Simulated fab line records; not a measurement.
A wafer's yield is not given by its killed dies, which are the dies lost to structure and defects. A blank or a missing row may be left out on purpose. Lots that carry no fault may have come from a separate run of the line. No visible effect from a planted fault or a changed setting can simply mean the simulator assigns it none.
Problem report in the 8D (eight disciplines) form, filled by code ; flow rit_cmos ; the parts of the form that need people (team, actions taken, sign-off) are left out

1. WHAT IS WRONG
FOX2_OXIDE_THK at RIT_FOX2_THK_MEAS_01 reads a mean of 505 nm on 6 wafers of 2 lots; wafers without a fault read 346 nm with a standard deviation of 6.1. That puts it +26 standard deviations away from the usual mean.
Earliest sighting: wafer L664.2 on film_metro-03 at day 2 22:46. The record has a number at this step for 42 wafers belonging to 14 lots. The rule behind "out" and "out of limits": a value lying over 4 standard deviations away from the usual mean. The other wafers with a number count as sound.

2. WHAT THIS IS AND IS NOT
question;is;is not
which readings at this step;FOX2_OXIDE_THK;-
which lots;L664, L666;L659, L660, L661, L662, L663, L668, L669, L675, L677, L678, L681, L682
which wafers of those lots;all that have a number;-
read on which gauges;film_metro-03;film_metro-01, film_metro-04
when;from day 2 22:46;"up to then (15 sound wafers); but 21 sound wafers of L668, L669, L675, L677, L678, L681, L682 came after"

3. WHAT RULES OUT EACH SUSPECT
Counting: a tool at a process step up to the reading stays a suspect if it ran every lot that is out and no sound lot after the first of them.
- the gauge at RIT_FOX2_THK_MEAS_01 is ruled out. All the wafers that are out were read on film_metro-03, but those of them that RIT_FOX2_THK_MEAS_90 has rows for are out there too, on other tools.
- furnace-03 at RIT_FOX2_OXIDATION_00 (target thk 350.7 nm, ox time 1130 s): kept. It ran every lot that is out, first L664 (day 2 21:26), and no sound lot after that; its last sound lot up to then is L663 (day 2 16:52).
Left after counting: furnace-03 at RIT_FOX2_OXIDATION_00.

4. THE CAUSE (what the simulator had put in)
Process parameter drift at RIT_FOX2_OXIDATION_00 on furnace-03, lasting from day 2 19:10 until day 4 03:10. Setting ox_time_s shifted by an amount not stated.
Counting left only this tool.

5. SEQUENCE OF EFFECTS, ordered by route
One row per reading whose mean, taken over the struck wafers that have a number, lies over 3 standard deviations from the usual. Readings are gone through only where the record gives a usual standard deviation; hours: the median, over the lots, of the time from a lot's start at the first step in this table giving one to that lot's start at this step; sigmas: the change measured in usual standard deviations.
hours;step;reading;usual;on struck wafers;change;sigmas
0;RIT_FOX2_THK_MEAS_01;FOX2_OXIDE_THK;346 nm;505;+159;+26
1;RIT_FOX2_THK_MEAS_90;FIELD_OXIDE_LEFT_1_THK;319 nm;478;+159;+26
14;RIT_FOX2_THK_MEAS_91;FIELD_OXIDE_LEFT_2_THK;251 nm;410;+159;+25

6. WHAT WOULD HAVE CAUGHT IT SOONER
The first out-of-limits reading at a measuring or inspecting step in this record came at day 2 22:46, 4 hours after the fault's start at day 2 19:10.
Tool readings at RIT_FOX2_OXIDATION_00 with a usual standard deviation given in the record: none out on any struck wafer, hence no alarm at a limit of 4 standard deviations on them.
Lots out: 2; of these, L666 started RIT_FOX2_OXIDATION_00 on furnace-03 after day 2 22:46. A hold on the tool at that time would have spared it.
